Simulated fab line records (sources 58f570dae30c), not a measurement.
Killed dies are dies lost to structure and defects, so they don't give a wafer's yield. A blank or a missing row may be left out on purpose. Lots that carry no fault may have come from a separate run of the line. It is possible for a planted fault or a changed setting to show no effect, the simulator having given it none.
Problem report in the 8D (eight disciplines) form, filled by code + flow berkeley_cmos170 + the parts of the form that need people (team, actions taken, sign-off) are left out

1. PROBLEM STATEMENT
Across 6 wafers from 2 lots, NSD_TW at UCB170_NSD_TW_MEAS_10 averages 3689, while fault-free wafers read 4188 with a standard deviation of 36. That is -14 standard deviations from the usual mean.
Earliest sighting: wafer L771.1 on film_metro-01 at day 9 21:13. Wafers with a number at this step in the record: 42, from 14 lots. Rule for "out" (also "out of limits"): further than 4 standard deviations from the usual mean. Any other wafer with a number is counted as sound.

2. WHAT IT IS, AND WHAT IT ISN'T
| question                    | is                     | is not                                                                          |
|-----------------------------|------------------------|---------------------------------------------------------------------------------|
| which readings at this step | NSD_TW                 | -                                                                               |
| which lots                  | L770, L771             | L758, L759, L760, L762, L763, L764, L766, L769, L772, L775, L777, L780          |
| which wafers of those lots  | all that have a number | -                                                                               |
| read on which gauges        | film_metro-01          | film_metro-02, film_metro-04                                                    |
| when                        | from day 9 21:13       | up to then (27 sound wafers); but 9 sound wafers of L775, L777, L780 came after |

3. THE SUSPECTS, EACH WITH WHAT RULES IT OUT
Counting: any tool at a process step up to the reading is kept as a suspect provided that every lot that is out went through it and no sound lot did after the first of them.
- the gauge at UCB170_NSD_TW_MEAS_10: ruled out. All the wafers that are out were read on film_metro-01, but those of them that UCB170_NSD_IMPLANT_08 has rows for are out there too, on other tools.
- implanter-04 at UCB170_NSD_IMPLANT_08: kept. Every lot that is out went through it, starting with L771 (day 9 20:58), and after that it ran no sound lot; the last sound lot it ran before then is L769 (day 9 10:08). Its own dose_ions_cm2, end_station_pressure_torr, faraday_current_uA readings are out on those wafers.
- plasma_asher-04 at UCB170_NSD_STRIP_09 (strips in O2): kept. Every lot that is out went through it, starting with L771 (day 9 21:07), and after that it ran no sound lot; the last sound lot it ran before then is L769 (day 9 10:17). Its own oes_product_au, strip_time_to_endpoint_s readings are out on those wafers.
Left after counting: implanter-04 at UCB170_NSD_IMPLANT_08, plasma_asher-04 at UCB170_NSD_STRIP_09.

4. THE CAUSE (what the simulator had put in)
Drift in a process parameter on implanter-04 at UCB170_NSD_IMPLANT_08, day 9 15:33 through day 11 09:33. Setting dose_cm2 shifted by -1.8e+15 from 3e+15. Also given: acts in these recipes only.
This tool is one of the 2 suspects left after counting.

5. THE CHAIN OF EFFECTS, in route order
Each row: a reading whose mean over the struck wafers that have a number lies more than 3 standard deviations from the usual. Readings are gone through only where the record gives a usual standard deviation; hours: the median, over the lots, of the time from a lot's start at the first step in this table giving one to that lot's start at this step; sigmas: the change measured in usual standard deviations.
| hours | step                       | reading                   | usual         | on struck wafers | change     | sigmas      |
|-------|----------------------------|---------------------------|---------------|------------------|------------|-------------|
| 0     | UCB170_NSD_IMPLANT_08      | dose_ions_cm2             | 3.001e+15     | 1.199e+15        | -1.802e+15 | -99 or more |
| 0     | UCB170_NSD_IMPLANT_08      | end_station_pressure_torr | 1.25e-05 Torr | 7.80e-06         | -4.70e-06  | -7.3        |
| 0     | UCB170_NSD_IMPLANT_08      | faraday_current_uA        | 9262          | 3719             | -5543      | -33         |
| 0     | UCB170_NSD_STRIP_09        | oes_product_au            | 0.534 a.u.    | 0.620            | +0.086     | +18         |
| 0     | UCB170_NSD_STRIP_09        | strip_time_to_endpoint_s  | 35.85 s       | 27.83            | -8.02      | -99 or more |
| 0     | UCB170_NSD_TW_MEAS_10      | NSD_TW                    | 4188          | 3689             | -499       | -14         |
| 2     | UCB170_SDANNEAL_RS_MEAS_03 | NSD_RS                    | 37.24 ohm/sq  | 68.75            | +31.51     | +99 or more |
It contains these process steps:
- UCB170_NSD_IMPLANT_08
- UCB170_NSD_STRIP_09: strips in O2.

6. HOW IT WOULD HAVE BEEN CAUGHT EARLIER
The first out-of-limits reading at a measuring or inspecting step in this record came at day 9 21:13, 6 hours after the fault's start at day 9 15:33.
At UCB170_NSD_IMPLANT_08, the tool's own readings (dose_ions_cm2, end_station_pressure_torr, faraday_current_uA) were out on each struck wafer the step has a row for, so an alarm limit on them would have fired on the first such wafer.
L770, from the lots that are out (2), started UCB170_NSD_IMPLANT_08 on implanter-04 later than day 9 21:13. Holding the tool at that time would have saved it.
